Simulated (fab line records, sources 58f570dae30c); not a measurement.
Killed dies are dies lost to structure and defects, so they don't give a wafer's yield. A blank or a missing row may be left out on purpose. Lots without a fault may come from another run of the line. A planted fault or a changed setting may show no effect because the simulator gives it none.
Which tool did it? | flow berkeley_cmos170 | 14 lots, 42 wafers sampled, at 5 steps of a route of 331

WHAT THE GAUGES READ, wafer by wafer
UCB170_CONTACT_THK_MEAS_02. Usual: CONTACT_PSG_THK 700 nm, standard deviation 8.2.
lot  | measured     | on            | CONTACT_PSG_THK (nm) | flag
L334 | day 7 03:16  | film_metro-02 | 705 697 695          |
L336 | day 7 14:28  | film_metro-01 | 691 696 693          |
L335 | day 7 15:06  | film_metro-01 | 689 688 687          |
L338 | day 7 20:49  | film_metro-01 | 700 699 700          |
L339 | day 7 22:35  | film_metro-04 | 702 704 703          |
L340 | day 8 05:48  | film_metro-01 | 690 700 697          |
L341 | day 8 05:56  | film_metro-04 | 698 697 697          |
L342 | day 8 07:34  | film_metro-02 | 706 706 706          |
L343 | day 8 22:23  | film_metro-01 | 703 701 703          |
L344 | day 9 00:07  | film_metro-01 | 703 698 697          |
L345 | day 9 18:55  | film_metro-02 | 707 696 699          |
L352 | day 11 03:55 | film_metro-04 | 697 698 706          |
L353 | day 11 15:32 | film_metro-02 | 678 690 685          |
L357 | day 12 02:21 | film_metro-04 | 696 700 700          |

UCB170_CONTACT_OVL_MEAS_16. Usual: CONTACT_OVL -1 nm, standard deviation 5.1.
lot  | measured     | on         | CONTACT_OVL (nm) | flag
L334 | day 7 06:10  | overlay-01 | -2 3 0           |
L336 | day 7 16:47  | overlay-01 | 2 0 -7           |
L335 | day 7 17:16  | overlay-02 | -7 -1 -7         |
L338 | day 7 23:14  | overlay-02 | 7 15 9           |
L339 | day 8 01:32  | overlay-02 | 1 9 -3           |
L340 | day 8 07:41  | overlay-02 | 7 0 -6           |
L341 | day 8 07:57  | overlay-01 | 2 0 3            |
L342 | day 8 09:31  | overlay-01 | -7 0 -6          |
L343 | day 9 00:35  | overlay-02 | 1 -1 -1          |
L344 | day 9 02:52  | overlay-02 | 3 8 1            |
L345 | day 9 20:55  | overlay-02 | -6 -15 -11       |
L352 | day 11 07:33 | overlay-02 | 4 -1 8           |
L353 | day 11 17:55 | overlay-02 | -7 -6 -3         |
L357 | day 12 05:40 | overlay-02 | -3 -5 1          |

UCB170_V1_THK_MEAS_04. Usual: V1_POLISHED_THK 999.9 nm, standard deviation 1.4.
lot  | measured     | on            | V1_POLISHED_THK (nm) | flag
L334 | day 7 14:17  | film_metro-03 | 998.8 999.9 999.9    |
L336 | day 8 00:06  | film_metro-03 | 999.0 1002.3 998.8   |
L335 | day 8 00:05  | film_metro-01 | 998.0 999.4 1001.1   |
L338 | day 8 06:50  | film_metro-03 | 1000.3 1001.9 998.1  |
L339 | day 8 07:08  | film_metro-01 | 998.9 1000.2 999.9   |
L340 | day 8 20:05  | film_metro-01 | 999.3 998.2 1001.1   |
L341 | day 8 20:22  | film_metro-02 | 1000.2 1001.5 1002.0 |
L342 | day 8 20:40  | film_metro-03 | 999.7 996.5 1001.1   |
L343 | day 9 13:37  | film_metro-03 | 1000.1 1001.2 1001.9 |
L344 | day 9 13:50  | film_metro-01 | 1077.0 1075.3 1076.7 | OFF
L345 | day 10 03:19 | film_metro-03 | 1076.9 1077.4 1075.8 | OFF
L352 | day 11 12:55 | film_metro-02 | 999.2 1000.9 998.5   |
L353 | day 11 23:23 | film_metro-02 | 999.1 998.3 1000.3   |
L357 | day 12 13:23 | film_metro-02 | 998.0 998.6 997.4    |

UCB170_V1_OVL_MEAS_13. Usual: V1_OVL -1 nm, standard deviation 4.9.
lot  | measured     | on         | V1_OVL (nm) | flag
L334 | day 7 16:03  | overlay-01 | -2 3 -2     |
L336 | day 8 03:52  | overlay-01 | 6 -1 4      |
L335 | day 8 03:32  | overlay-01 | -4 3 -6     |
L338 | day 8 08:14  | overlay-02 | 13 3 3      |
L339 | day 8 08:32  | overlay-02 | -1 -1 5     |
L340 | day 8 21:28  | overlay-02 | -1 -10 -7   |
L341 | day 8 21:44  | overlay-01 | 6 3 7       |
L342 | day 8 22:08  | overlay-01 | 4 -2 -9     |
L343 | day 9 15:09  | overlay-02 | 6 3 3       |
L344 | day 9 15:26  | overlay-01 | 5 -3 1      |
L345 | day 10 04:46 | overlay-02 | 1 -1 4      |
L352 | day 11 14:43 | overlay-01 | 7 3 2       |
L353 | day 12 02:35 | overlay-01 | -2 -7 -8    |
L357 | day 12 14:40 | overlay-02 | 7 -5 3      |

WHICH TOOL RAN EACH LOT (tool, then ch and the chambers of the sampled wafers, then the start)
lot  | UCB170_V1_CMP_02
L334 | cmp-02 ch 0,3, day 7 13:52
L336 | cmp-02 ch 1,3, day 7 23:43
L335 | cmp-01 ch 0,1,2, day 7 23:40
L338 | cmp-01 ch 0,1,3, day 8 06:25
L339 | cmp-01 ch 0,1, day 8 06:43
L340 | cmp-02 ch 1,2,3, day 8 19:44
L341 | cmp-02 ch 0,2,3, day 8 19:56
L342 | cmp-02 ch 0,1,3, day 8 20:17
L343 | cmp-01 ch 2,3, day 9 13:12
L344 | cmp-02 ch 2,3, day 9 13:28
L345 | cmp-02 ch 0,3, day 10 02:54
L352 | cmp-01 ch 2,3, day 11 12:32
L353 | cmp-01 ch 0,1,3, day 11 22:58
L357 | cmp-01 ch 0,3, day 12 12:58
- UCB170_V1_CMP_02: polishes SiO2.

WHAT THE TOOLS THEMSELVES READ (means of the sampled wafers that have a number; where no wafer has one, the mark that the record gives instead)
UCB170_V1_CMP_02. Usual: motor_current_A 16.9 A, standard deviation 0.95.
lot  | tool   | motor_current_A (A) | flag
L334 | cmp-02 | 16.8                |
L336 | cmp-02 | 17.4                |
L335 | cmp-01 | 15.7                |
L338 | cmp-01 | 16.9                |
L339 | cmp-01 | 16.4                |
L340 | cmp-02 | 17.4                |
L341 | cmp-02 | 17.0                |
L342 | cmp-02 | 18.0                |
L343 | cmp-01 | 16.7                |
L344 | cmp-02 | 17.1                |
L345 | cmp-02 | 17.4                |
L352 | cmp-01 | 16.0                |
L353 | cmp-01 | 16.4                |
L357 | cmp-01 | 17.5                |

THE ANSWER, worked out from the rows above alone
Rule: a lot is off if the mean of its wafers that have a number lies more than 3 standard deviations from the usual mean. A lot without any number at a reading at which 4 lots or more have one is off too. The other lots that the step has rows for count as sound. The gauges are gone through in route order, then the tools' own readings, and for those a lot's mean is taken as printed above. The first step at which some lot is off is used, and at that step the reading that is off furthest; a lot without a number counts as furthest.
Off: L344, L345, at UCB170_V1_THK_MEAS_04 (V1_POLISHED_THK).
A tool fits if, at a process step before that reading, it ran every lot that is off, and no sound lot after the first of them. The gauges at UCB170_V1_THK_MEAS_04 are tried like those tools. One fits: cmp-02 at UCB170_V1_CMP_02. Its last sound lot is L342 (day 8 20:17), its first lot that is off L344 (day 9 13:28): a fault that began between those two fits.

WHAT THE SIMULATOR HAD PUT IN
Process parameter drift: cmp-02, from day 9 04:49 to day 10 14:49, at UCB170_V1_CMP_02. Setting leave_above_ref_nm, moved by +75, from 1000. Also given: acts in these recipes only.
Lots struck among those shown: L344, L345. The rule above found the same.
